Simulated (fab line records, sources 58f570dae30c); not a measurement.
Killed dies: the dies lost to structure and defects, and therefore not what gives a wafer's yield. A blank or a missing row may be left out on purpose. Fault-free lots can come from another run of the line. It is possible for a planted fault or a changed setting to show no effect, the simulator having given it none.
fab line records    flow berkeleyCmos170
record: lots: 5  wafers: 23
route steps=331 shown SPACER@171 CONTACT@217 M1@244 V1@254 M3@310
startH: hours from the record's first day to the start of the lot's first wafer shown    waitH: hours from the lot's prior step to this one    " as in the row above    L1.1+2: one row covering several wafers at once    - either no value or no given start    * or withheld: withheld    < > ~ a bound
route shown NAME@n: names a module that has steps shown in the file, with the first one's number in the route    usual: mean/standard deviation of fault-free wafers    same: alike in all rows    chamber/n: place in a boat    sites: each site's reading    _std_site: how widely they spread, as a standard deviation    _edge_site: inner sites' mean taken away from outer sites' mean    radiusMm: for every site, how far away it sits from the centre of the wafer    mask NAME#n: copy n    behind: the last tool/chamber to shape the wafer    hold: why the lot was held/for how many hours/how that ended    device: transistor that didn't switch, given as n, p or np    end of line: at the end of the route, the tests of the same wafers    for a step that has no rows: nothing shown but its recipe    killed: not the wafer's yield, but the dies lost to structure and defects at the first sort    map: dies across one wafer; x = killed, . = not, _ = none there
set.NAME: the setting that was run; set.NAME@STEP: the one run at that earlier step    model.NAME: the simulator's own value behind a step, which no gauge read
lots run with intentionally changed settings; tables by step, rows by wafer
== steps ==
step: UCB170_SPACER_CVD_00
recipe: material: SiO2  targetThkNm: 376  tempC: 390  precursor: TEOS/O2  timeS: 47  rfW: 550  pressureMtorr: 9000
lot.wafer  tool      chamber  startH  waitH  set.timeS  model.SiO2_of_SPACER_CVD_00.thkNm
L076.2     pecvd-03  0        142.40  0.0    47         373.8
L076.4     "         2        "       "      47         384.3
L076.6     "         0        "       "      47         383.4
L080.1     pecvd-03  2        160.72  0.0    47         374.9
L080.2     "         0        "       "      44.14      353.8
L080.3     "         1        "       "      44.14      348.9
L080.4     "         2        "       "      47         381.8
L080.6     "         1        "       "      44.14      355.9
L081.1     pecvd-04  1        160.96  0.0    43.53      346.8
L081.3     "         2        "       "      47         368.4
L081.4     "         0        "       "      47         374.9
L081.5     "         2        "       "      43.53      345.9
L081.6     "         1        "       "      47         376
L082.1     pecvd-03  2        180.60  0.0    50.7       402.3
L082.2     "         1        "       "      50.7       401.5
L082.4     "         1        "       "      47         379.2
L082.5     "         0        "       "      50.7       411.6
L082.6     "         2        "       "      47         379.7
L083.1     pecvd-03  0        185.03  0.0    41.62      334.3
L083.2     "         1        "       "      41.62      328.3
L083.3     "         2        "       "      47         378.2
L083.5     "         0        "       "      47         383.9
L083.6     "         2        "       "      41.62      337.6
step: UCB170_SPACER_THK_MEAS_01
recipe: reads: SiO2_of_SPACER_CVD_00
usual: SPACER_TEOS_THK: 378/4.3
lot.wafer  tool          chamber  startH  waitH  set.timeS@SPACER_CVD_00  SPACER_TEOS_THK[nm]
L076.2     filmMetro-04  -        142.46  0.0    47                       374
L076.4     "             -        "       "      47                       384
L076.6     "             -        "       "      47                       383
L080.1     filmMetro-03  -        160.77  0.0    47                       375
L080.2     "             -        "       "      44.14                    354
L080.3     "             -        "       "      44.14                    349
L080.4     "             -        "       "      47                       382
L080.6     "             -        "       "      44.14                    356
L081.1     filmMetro-04  -        161.01  0.0    43.53                    347
L081.3     "             -        "       "      47                       368
L081.4     "             -        "       "      47                       375
L081.5     "             -        "       "      43.53                    346
L081.6     "             -        "       "      47                       376
L082.1     filmMetro-03  -        180.64  0.0    50.7                     402
L082.2     "             -        "       "      50.7                     401
L082.4     "             -        "       "      47                       379
L082.5     "             -        "       "      50.7                     412
L082.6     "             -        "       "      47                       380
L083.1     filmMetro-04  -        185.07  0.0    41.62                    334
L083.2     "             -        "       "      41.62                    328
L083.3     "             -        "       "      47                       378
L083.5     "             -        "       "      47                       384
L083.6     "             -        "       "      41.62                    338
step: UCB170_SPACER_ETCHBACK_03
recipe: stopOn: Si  target: SiO2  chemistry: CHF3/CF4/Ar  CHF3_flow_sccm: 50  cf4FlowSccm: 10  Ar_flow_sccm: 120  pressureMtorr: 200  rfW: 500  targetDepthA: 3760  timeS: 100
usual: oesProductAu: 0.913/0.016
lot.wafer  tool        chamber  startH  waitH  set.rfW  set.timeS@SPACER_CVD_00  oesProductAu  model.etch.depthNm
L076.2     rieDiel-02  0        147.21  0.0    500      47                       0.904         373.8
L076.4     "           1        "       "      500      47                       0.925         384.3
L076.6     "           1        "       "      500      47                       0.923         383.4
L080.1     rieDiel-02  2        166.25  0.0    500      47                       0.891         374.9
L080.2     "           3        "       "      538.6    44.14                    0.843         353.8
L080.3     "           1        "       "      538.6    44.14                    0.865         348.9
L080.4     "           0        "       "      538.6    47                       0.920         381.8
L080.6     "           0        "       "      500      44.14                    0.869         355.9
L081.1     rieDiel-01  1        166.25  0.0    500      43.53                    0.872         -
L081.3     "           0        "       "      500      47                       0.910         368.4
L081.4     "           3        "       "      500      47                       0.892         374.9
L081.5     "           3        "       "      535.3    43.53                    0.841         345.9
L081.6     "           2        "       "      535.3    47                       0.901         -
L082.1     rieDiel-02  2        185.65  0.0    474.3    50.7                     0.944         -
L082.2     "           3        "       "      500      50.7                     0.932         401.5
L082.4     "           0        "       "      500      47                       0.915         -
L082.5     "           0        "       "      474.3    50.7                     0.968         -
L082.6     "           1        "       "      474.3    47                       0.921         379.7
L083.1     rieDiel-01  3        190.35  0.0    520.2    41.62                    0.825         334.3
L083.2     "           0        "       "      500      41.62                    0.834         328.3
L083.3     "           2        "       "      520.2    47                       0.907         -
L083.5     "           2        "       "      520.2    47                       0.917         383.9
L083.6     "           1        "       "      500      41.62                    0.860         -
step: UCB170_CONTACT_CVD_01
recipe: material: PSG  targetThkNm: 700  tempC: 450  precursor: SiH4/O2/PH3  timeS: 2820  pressureMtorr: 300  sih4FlowSccm: 60  o2FlowSccm: 90  ph3FlowSccm: 25
lot.wafer  tool      chamber  startH  waitH  set.pressureMtorr  model.PSG_of_CONTACT_CVD_01.thkNm
L076.2     lpcvd-01  1        153.88  0.0    300                703.3
L076.4     "         1        "       "      300                696.4
L076.6     "         1        "       "      300                706.8
L080.1     -         -        -       0.0    264.4              658.8
L080.2     "         -        "       "      264.4              660.8
L080.3     "         -        "       "      264.4              660.6
L080.4     "         -        "       "      264.4              655
L080.6     "         -        "       "      264.4              654
L081.1     -         -        -       0.0    314.4              711
L081.3     "         -        "       "      314.4              710.4
L081.4     "         -        "       "      314.4              709.3
L081.5     "         -        "       "      314.4              715.5
L081.6     "         -        "       "      314.4              716.7
L082.1     -         -        -       1.4    328.3              735.4
L082.2     "         -        "       "      328.3              743.7
L082.4     "         -        "       "      328.3              739.6
L082.5     "         -        "       "      328.3              742.9
L082.6     "         -        "       "      328.3              739.5
L083.1     -         -        -       0.2    279.7              671.4
L083.2     "         -        "       "      279.7              670
L083.3     "         -        "       "      279.7              674.8
L083.5     "         -        "       "      279.7              677.4
L083.6     "         -        "       "      279.7              678.4
step: UCB170_CONTACT_THK_MEAS_02
recipe: reads: PSG_of_CONTACT_CVD_01
usual: CONTACT_PSG_THK: 700/5.3
lot.wafer  tool          chamber  startH  waitH  set.pressureMtorr@CONTACT_CVD_01  CONTACT_PSG_THK[nm]
L076.2     filmMetro-03  -        155.67  0.0    300                               703
L076.4     "             -        "       "      300                               697
L076.6     "             -        "       "      300                               707
L080.1     filmMetro-04  -        -       -      264.4                             658
L080.2     "             -        "       "      264.4                             661
L080.3     "             -        "       "      264.4                             661
L080.4     "             -        "       "      264.4                             655
L080.6     "             -        "       "      264.4                             654
L081.1     filmMetro-03  -        -       -      314.4                             711
L081.3     "             -        "       "      314.4                             710
L081.4     "             -        "       "      314.4                             709
L081.5     "             -        "       "      314.4                             715
L081.6     "             -        "       "      314.4                             717
L082.1     filmMetro-03  -        -       -      328.3                             735
L082.2     "             -        "       "      328.3                             744
L082.4     "             -        "       "      328.3                             739
L082.5     "             -        "       "      328.3                             743
L082.6     "             -        "       "      328.3                             739
L083.1     filmMetro-04  -        -       -      279.7                             672
L083.2     "             -        "       "      279.7                             670
L083.3     "             -        "       "      279.7                             675
L083.5     "             -        "       "      279.7                             677
L083.6     "             -        "       "      279.7                             677
step: UCB170_CONTACT_DEVELOP_14
recipe: developer: TMAH  developTimeS: 45  resist: KrF  devTempC: 21
lot.wafer   tool           chamber  startH  waitH  set.devTempC
L076.2+4+6  lithoTrack-03  0        -       -      21
L080.1+2    lithoTrack-03  0        -       -      21
L080.3+4+6  "              0        "       "      22.23
L081.1+5+6  lithoTrack-02  0        -       -      23.97
L081.3+4    "              0        "       "      21
L082.1+4    lithoTrack-02  0        -       -      21
L082.2+5+6  "              0        "       "      22.62
L083.1+2    lithoTrack-03  0        -       -      23.95
L083.3+5+6  "              0        "       "      21
step: UCB170_CONTACT_ETCH_17
recipe: chemistry: N2/H2  targetDepthA: withheld  overetchA: withheld  target: BARC  timeS: withheld  sourceW: 500  biasW: 100  pressureMtorr: 30  n2FlowSccm: 100  h2FlowSccm: 200
step: UCB170_CONTACT_ETCH_18
recipe: chemistry: CHF3/CF4/Ar  target: PSG  stopOn: TiSi2  CHF3_flow_sccm: 45  cf4FlowSccm: 15  Ar_flow_sccm: 150  pressureMtorr: 200  rfW: 700  targetDepthA: 8400  overEtchFrac: 0.2  timeS: 195
lot.wafer  tool        chamber  startH  waitH  set.pressureMtorr@CONTACT_CVD_01  model.etch.depthNm  model.CONTACT.featureDepthNm
L076.2     rieDiel-04  2        -       -      300                               703.3               703.3
L076.4     "           1        "       "      300                               696.4               696.4
L076.6     "           3        "       "      300                               706.8               706.8
L080.1     rieDiel-04  2        -       -      264.4                             658.8               658.8
L080.2     "           1        "       "      264.4                             660.8               660.8
L080.3     "           3        "       "      264.4                             660.6               660.6
L080.4     "           2        "       "      264.4                             655                 655
L080.6     "           1        "       "      264.4                             654                 654
L081.1     rieDiel-01  0        -       -      314.4                             -                   711
L081.3     "           1        "       "      314.4                             710.4               710.4
L081.4     "           3        "       "      314.4                             709.3               709.3
L081.5     "           2        "       "      314.4                             715.5               715.5
L081.6     "           3        "       "      314.4                             -                   716.7
L082.1     rieDiel-01  2        -       -      328.3                             -                   735.4
L082.2     "           3        "       "      328.3                             743.7               743.7
L082.4     "           0        "       "      328.3                             -                   739.6
L082.5     "           2        "       "      328.3                             -                   742.9
L082.6     "           1        "       "      328.3                             739.5               739.5
L083.1     rieDiel-04  1        -       -      279.7                             671.4               671.4
L083.2     "           2        "       "      279.7                             670                 670
L083.3     "           3        "       "      279.7                             -                   674.8
L083.5     "           3        "       "      279.7                             677.4               677.4
L083.6     "           2        "       "      279.7                             -                   678.4
step: UCB170_M1_EXPOSE_06
recipe: maskId: METAL1  targetCdNm: 700  na: 0.5  sigmaOuter: 0.6  sourceShape: conventional  doseMj: 21
lot.wafer       tool           chamber  startH  waitH  mask      set.doseMj
L076.2+4+6      krfScanner-02  0        158.96  -      METAL1#0  21
L080.1+2+3+4+6  krfScanner-02  0        177.03  -      METAL1#0  21
L081.1+5        krfScanner-02  0        177.14  -      METAL1#0  21
L081.3+4+6      "              0        "       "      METAL1#0  20.44
L082.1+2+4      krfScanner-01  0        201.88  -      METAL1#0  21
L082.5+6        "              0        "       "      METAL1#0  22.45
L083.1+5+6      krfScanner-01  0        201.99  -      METAL1#0  21
L083.2+3        "              0        "       "      METAL1#0  21.75
step: UCB170_M1_PEB_07
recipe: pebTempC: 130  pebTimeS: withheld  resist: KrF
step: UCB170_M1_DEVELOP_08
recipe: developer: TMAH  developTimeS: 45  resist: KrF  devTempC: 21
step: UCB170_M1_CD_MEAS_09
recipe: targetCdNm: 700
usual: cdNm: 699.6/0.98
lot.wafer  tool      chamber  startH  waitH  set.doseMj@M1_EXPOSE_06  cdNm
L076.2     cdSem-01  -        159.36  -      21                       698.7
L076.4     "         -        "       "      21                       698.8
L076.6     "         -        "       "      21                       698.7
L080.1     cdSem-01  -        177.42  -      21                       699.4
L080.2     "         -        "       "      21                       698.8
L080.3     "         -        "       "      21                       699.7
L080.4     "         -        "       "      21                       698.9
L080.6     "         -        "       "      21                       698.2
L081.1     cdSem-01  -        177.69  -      21                       700.4
L081.3     "         -        "       "      20.44                    706.0
L081.4     "         -        "       "      20.44                    705.6
L081.5     "         -        "       "      21                       700.1
L081.6     "         -        "       "      20.44                    705.7
L082.1     cdSem-02  -        202.48  -      21                       699.3
L082.2     "         -        "       "      21                       700.8
L082.4     "         -        "       "      21                       702.1
L082.5     "         -        "       "      22.45                    689.2
L082.6     "         -        "       "      22.45                    687.2
L083.1     cdSem-01  -        202.75  -      21                       698.6
L083.2     "         -        "       "      21.75                    692.7
L083.3     "         -        "       "      21.75                    693.9
L083.5     "         -        "       "      21                       699.4
L083.6     "         -        "       "      21                       699.2
step: UCB170_M1_ETCH_11
recipe: chemistry: N2/H2  targetDepthA: withheld  overetchA: withheld  target: BARC  timeS: withheld  sourceW: 500  biasW: 100  pressureMtorr: 30  n2FlowSccm: 100  h2FlowSccm: 200
lot.wafer  tool        chamber  startH  waitH  set.doseMj@M1_EXPOSE_06  model.M1.cdNm
L076.2     rieDiel-04  2        159.49  0.0    21                       698.8
L076.4     "           1        "       "      21                       698.7
L076.6     "           1        "       "      21                       698.9
L080.1     rieDiel-01  2        177.57  0.0    21                       699.7
L080.2     "           3        "       "      21                       699.2
L080.3     "           1        "       "      21                       699.5
L080.4     "           0        "       "      21                       699.1
L080.6     "           1        "       "      21                       698
L081.1     rieDiel-04  3        177.85  0.0    21                       699.3
L081.3     "           1        "       "      20.44                    705.4
L081.4     "           3        "       "      20.44                    704.7
L081.5     "           1        "       "      21                       700
L081.6     "           2        "       "      20.44                    705
L082.1     rieDiel-04  1        202.63  0.0    21                       699.5
L082.2     "           3        "       "      21                       700.2
L082.4     "           3        "       "      21                       702
L082.5     "           1        "       "      22.45                    688.6
L082.6     "           2        "       "      22.45                    686.7
L083.1     rieDiel-02  1        202.91  0.0    21                       698.3
L083.2     "           0        "       "      21.75                    692
L083.3     "           2        "       "      21.75                    693.9
L083.5+6   "           1,2      "       "      21                       699
step: UCB170_M1_METAL_ETCH_12
recipe: chemistry: Cl2/BCl3  target: Al  stopOn: PSG  pressureMtorr: 12.22  targetDepthA: 7800  overEtchFrac: 0.3  timeS: 130  icpW: 600  biasW: 120  Cl2_flow_sccm: 90  bcl3FlowSccm: 45
lot.wafer  tool         chamber  startH  waitH  set.doseMj@M1_EXPOSE_06  model.M1.cdNm
L076.2     rieMetal-02  0        159.53  -      21                       700.8
L076.4     "            1        "       "      21                       698.9
L076.6     "            1        "       "      21                       699.8
L080.1     rieMetal-03  0        177.62  -      21                       700.7
L080.2     "            1        "       "      21                       698.6
L080.3     "            1        "       "      21                       697.8
L080.4     "            0        "       "      21                       698.8
L080.6     "            1        "       "      21                       696.4
L081.1     rieMetal-04  1        177.89  -      21                       701.2
L081.3     "            1        "       "      20.44                    705.2
L081.4+6   "            0,1      "       "      20.44                    705
L081.5     "            0        "       "      21                       698.9
L082.1     rieMetal-03  0        202.67  -      21                       698.7
L082.2     "            1        "       "      21                       698.5
L082.4     "            1        "       "      21                       701.7
L082.5     "            0        "       "      22.45                    689.8
L082.6     "            1        "       "      22.45                    687.5
L083.1     rieMetal-02  0        202.95  -      21                       698.2
L083.2     "            1        "       "      21.75                    690
L083.3     "            0        "       "      21.75                    693.6
L083.5     "            0        "       "      21                       698.8
L083.6     "            1        "       "      21                       697.4
step: UCB170_M1_STRIP_13
recipe: chemistry: O2  powerW: 400  pressureMtorr: 3500  platenTempC: withheld  o2FlowSccm: 400  overashFraction: 0.5
step: UCB170_M1_CD_MEAS_90
recipe: targetCdNm: 700
usual: cdNm: 700.0/1.9
lot.wafer  tool      chamber  startH  waitH  set.doseMj@M1_EXPOSE_06  cdNm
L076.2     cdSem-02  -        159.79  0.1    21                       700.8
L076.4     "         -        "       "      21                       699.1
L076.6     "         -        "       "      21                       700.2
L080.1     cdSem-02  -        177.85  0.1    21                       700.9
L080.2     "         -        "       "      21                       698.6
L080.3     "         -        "       "      21                       697.8
L080.4     "         -        "       "      21                       699.0
L080.6     "         -        "       "      21                       696.8
L081.1     cdSem-01  -        178.12  0.1    21                       701.1
L081.3     "         -        "       "      20.44                    704.9
L081.4     "         -        "       "      20.44                    705.4
L081.5     "         -        "       "      21                       699.1
L081.6     "         -        "       "      20.44                    705.1
L082.1     cdSem-02  -        202.91  0.1    21                       699.0
L082.2     "         -        "       "      21                       698.9
L082.4     "         -        "       "      21                       701.4
L082.5     "         -        "       "      22.45                    690.1
L082.6     "         -        "       "      22.45                    687.4
L083.1     cdSem-02  -        203.18  0.1    21                       698.3
L083.2     "         -        "       "      21.75                    689.9
L083.3     "         -        "       "      21.75                    693.3
L083.5     "         -        "       "      21                       698.7
L083.6     "         -        "       "      21                       697.5
step: UCB170_V1_CVD_00
recipe: material: SiO2  targetThkNm: 2000  tempC: 390  precursor: TEOS/O2  timeS: 250  rfW: 550  pressureMtorr: 9000
lot.wafer  tool      chamber  startH  waitH  set.timeS  model.SiO2_of_V1_CVD_00.thkNm
L076.2     pecvd-02  1        165.01  0.0    250        1987
L076.4     "         0        "       "      250        2029
L076.6     "         2        "       "      250        2031
L080.1     pecvd-03  2        181.84  0.0    250        1971
L080.2     "         1        "       "      250        1972
L080.3     "         0        "       "      250        1974
L080.4     "         1        "       "      250        2002
L080.6     "         2        "       "      250        1996
L081.1     pecvd-02  2        181.84  0.0    250        2005
L081.3     "         1        "       "      250        1996
L081.4     "         1        "       "      250        2031
L081.5     "         0        "       "      222.8      1800
L081.6     "         2        "       "      222.8      1817
L082.1     pecvd-03  2        208.36  0.0    250        1975
L082.2     "         0        "       "      250        1997
L082.4     "         0        "       "      250        2040
L082.5     "         1        "       "      250        2022
L082.6     "         2        "       "      250        2015
L083.1+5   pecvd-02  1,0      208.36  0.0    232.3      1875
L083.2     "         2        "       "      250        1999
L083.3     "         0        "       "      250        1993
L083.6     "         2        "       "      250        2049
step: UCB170_V1_THK_MEAS_01
recipe: reads: SiO2_of_V1_CVD_00
usual: V1_TEOS_THK: 2013/23
lot.wafer  tool          chamber  startH  waitH  set.timeS@V1_CVD_00  V1_TEOS_THK[nm]
L076.2     filmMetro-01  -        165.17  0.1    250                  1987
L076.4     "             -        "       "      250                  2030
L076.6     "             -        "       "      250                  2030
L080.1     filmMetro-03  -        181.99  0.1    250                  1973
L080.2     "             -        "       "      250                  1971
L080.3     "             -        "       "      250                  1974
L080.4     "             -        "       "      250                  2000
L080.6     "             -        "       "      250                  1997
L081.1     filmMetro-01  -        181.99  0.1    250                  2005
L081.3     "             -        "       "      250                  1997
L081.4     "             -        "       "      250                  2033
L081.5     "             -        "       "      222.8                1800
L081.6     "             -        "       "      222.8                1818
L082.1     filmMetro-04  -        208.52  0.1    250                  1974
L082.2     "             -        "       "      250                  1996
L082.4     "             -        "       "      250                  2040
L082.5     "             -        "       "      250                  2023
L082.6     "             -        "       "      250                  2016
L083.1     filmMetro-01  -        208.52  0.1    232.3                1873
L083.2     "             -        "       "      250                  1998
L083.3     "             -        "       "      250                  1992
L083.5     "             -        "       "      232.3                1875
L083.6     "             -        "       "      250                  2050
step: UCB170_M3_SPUTTER_01
recipe: material: Al  targetThkNm: 900  timeS: 120  powerW: 6000  chamberPressurePa: 0.5
lot.wafer  tool           chamber  startH  waitH  set.timeS  model.Al_of_M3_SPUTTER_01.thkNm
L076.2     pvdSputter-01  -        172.52  0.0    120        900
L076.4     "              -        "       "      120        913.6
L076.6     "              -        "       "      120        903.4
L081.1     pvdSputter-01  -        190.16  0.0    135.6      1016
L081.3     "              -        "       "      120        897.1
L081.4     "              -        "       "      120        899.5
L081.5     "              -        "       "      120        897.6
L081.6     "              -        "       "      135.6      1019
L080.1     pvdSputter-04  -        190.43  0.0    125        950
L080.2     "              -        "       "      125        949.9
L080.3     "              -        "       "      120        906.1
L080.4     "              -        "       "      120        905.5
L080.6     "              -        "       "      125        943.8
L082.1     pvdSputter-03  -        215.97  0.0    102.4      775.3
L082.2     "              -        "       "      120        905.5
L082.4     "              -        "       "      102.4      765.1
L082.5     "              -        "       "      102.4      768.8
L082.6     "              -        "       "      120        901.9
L083.1     pvdSputter-03  -        217.39  0.0    120        898.5
L083.2     "              -        "       "      120        897.7
L083.3     "              -        "       "      126.2      954
L083.5     "              -        "       "      120        899.6
L083.6     "              -        "       "      126.2      945.7
step: UCB170_M3_RS_MEAS_02
recipe: thkMeasGauge: four-point-probe  reads: Al_of_M3_SPUTTER_01
usual: M3_AL_RS: 0.0320/0.0003
lot.wafer  tool          chamber  startH  waitH  set.timeS@M3_SPUTTER_01  M3_AL_RS[ohm/sq]
L076.2     filmMetro-02  -        172.62  0.1    120                      0.0321
L076.4     "             -        "       "      120                      0.0317
L076.6     "             -        "       "      120                      0.0321
L081.1     filmMetro-04  -        190.24  0.0    135.6                    0.0284
L081.3     "             -        "       "      120                      0.0323
L081.4     "             -        "       "      120                      0.0321
L081.5     "             -        "       "      120                      0.0322
L081.6     "             -        "       "      135.6                    0.0283
L080.1     filmMetro-01  -        190.51  0.0    125                      0.0305
L080.2     "             -        "       "      125                      0.0305
L080.3     "             -        "       "      120                      0.0319
L080.4     "             -        "       "      120                      0.0319
L080.6     "             -        "       "      125                      0.0307
L082.1     filmMetro-04  -        216.05  0.0    102.4                    0.0374
L082.2     "             -        "       "      120                      0.0319
L082.4     "             -        "       "      102.4                    0.0379
L082.5     "             -        "       "      102.4                    0.0377
L082.6     "             -        "       "      120                      0.0320
L083.1     filmMetro-02  -        217.48  0.0    120                      0.0322
L083.2     "             -        "       "      120                      0.0322
L083.3     "             -        "       "      126.2                    0.0303
L083.5     "             -        "       "      120                      0.0321
L083.6     "             -        "       "      126.2                    0.0306
step: UCB170_M3_THK_MEAS_03
recipe: thkMeasGauge: xrf  reads: Al_of_M3_SPUTTER_01
usual: M3_AL_THK: 912/10
lot.wafer  tool          chamber  startH  waitH  set.timeS@M3_SPUTTER_01  M3_AL_THK[nm]
L076.2     filmMetro-02  -        172.73  0.1    120                      906
L076.4     "             -        "       "      120                      924
L076.6     "             -        "       "      120                      905
L081.1     filmMetro-04  -        190.36  0.1    135.6                    1030
L081.3     "             -        "       "      120                      908
L081.4     "             -        "       "      120                      918
L081.5     "             -        "       "      120                      907
L081.6     "             -        "       "      135.6                    1038
L080.1     filmMetro-01  -        190.63  0.1    125                      959
L080.2     "             -        "       "      125                      953
L080.3     "             -        "       "      120                      911
L080.4     "             -        "       "      120                      902
L080.6     "             -        "       "      125                      950
L082.1     filmMetro-04  -        216.17  0.1    102.4                    794
L082.2     "             -        "       "      120                      931
L082.4     "             -        "       "      102.4                    781
L082.5     "             -        "       "      102.4                    782
L082.6     "             -        "       "      120                      923
L083.1     filmMetro-02  -        217.60  0.1    120                      895
L083.2     "             -        "       "      120                      900
L083.3     "             -        "       "      126.2                    958
L083.5     "             -        "       "      120                      908
L083.6     "             -        "       "      126.2                    951
== key ==
split: step: UCB170_SPACER_CVD_00  setting: timeS  stated: 47  by: wafer
response: step: UCB170_SPACER_CVD_00  reading: model.SiO2_of_SPACER_CVD_00.thkNm  change: +3.87  per: 1%  r: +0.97
response: step: UCB170_SPACER_THK_MEAS_01  reading: SPACER_TEOS_THK  change: +3.87  per: 1%  r: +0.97
response: step: UCB170_SPACER_ETCHBACK_03  reading: oesProductAu  change: +0.00591  per: 1%  r: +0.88
response: step: UCB170_SPACER_ETCHBACK_03  reading: model.etch.depthNm  change: +4.02  per: 1%  r: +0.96
split: step: UCB170_SPACER_ETCHBACK_03  setting: rfW  stated: 500  by: wafer
response none clear
split: step: UCB170_CONTACT_CVD_01  setting: pressureMtorr  stated: 300  by: lot
response: step: UCB170_CONTACT_CVD_01  reading: model.PSG_of_CONTACT_CVD_01.thkNm  change: +3.74  per: 1%  r: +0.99
response: step: UCB170_CONTACT_THK_MEAS_02  reading: CONTACT_PSG_THK  change: +3.75  per: 1%  r: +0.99
response: step: UCB170_CONTACT_ETCH_18  reading: model.etch.depthNm  change: +3.69  per: 1%  r: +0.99
response: step: UCB170_CONTACT_ETCH_18  reading: model.CONTACT.featureDepthNm  change: +3.74  per: 1%  r: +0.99
split: step: UCB170_CONTACT_DEVELOP_14  setting: devTempC  stated: 21  by: wafer
response none clear
split: step: UCB170_M1_EXPOSE_06  setting: doseMj  stated: 21  by: wafer
response: step: UCB170_M1_CD_MEAS_09  reading: cdNm  change: -1.8  per: 1%  r: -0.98
response: step: UCB170_M1_ETCH_11  reading: model.M1.cdNm  change: -1.84  per: 1%  r: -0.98
response: step: UCB170_M1_METAL_ETCH_12  reading: model.M1.cdNm  change: -1.65  per: 1%  r: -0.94
response: step: UCB170_M1_CD_MEAS_90  reading: cdNm  change: -1.67  per: 1%  r: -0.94
split: step: UCB170_V1_CVD_00  setting: timeS  stated: 250  by: wafer
response: step: UCB170_V1_CVD_00  reading: model.SiO2_of_V1_CVD_00.thkNm  change: +18.9  per: 1%  r: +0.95
response: step: UCB170_V1_THK_MEAS_01  reading: V1_TEOS_THK  change: +18.9  per: 1%  r: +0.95
split: step: UCB170_M3_SPUTTER_01  setting: timeS  stated: 120  by: wafer
response: step: UCB170_M3_SPUTTER_01  reading: model.Al_of_M3_SPUTTER_01.thkNm  change: +9.23  per: 1%  r: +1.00
response: step: UCB170_M3_RS_MEAS_02  reading: M3_AL_RS  change: -0.000347  per: 1%  r: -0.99
response: step: UCB170_M3_THK_MEAS_03  reading: M3_AL_THK  change: +9.69  per: 1%  r: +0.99
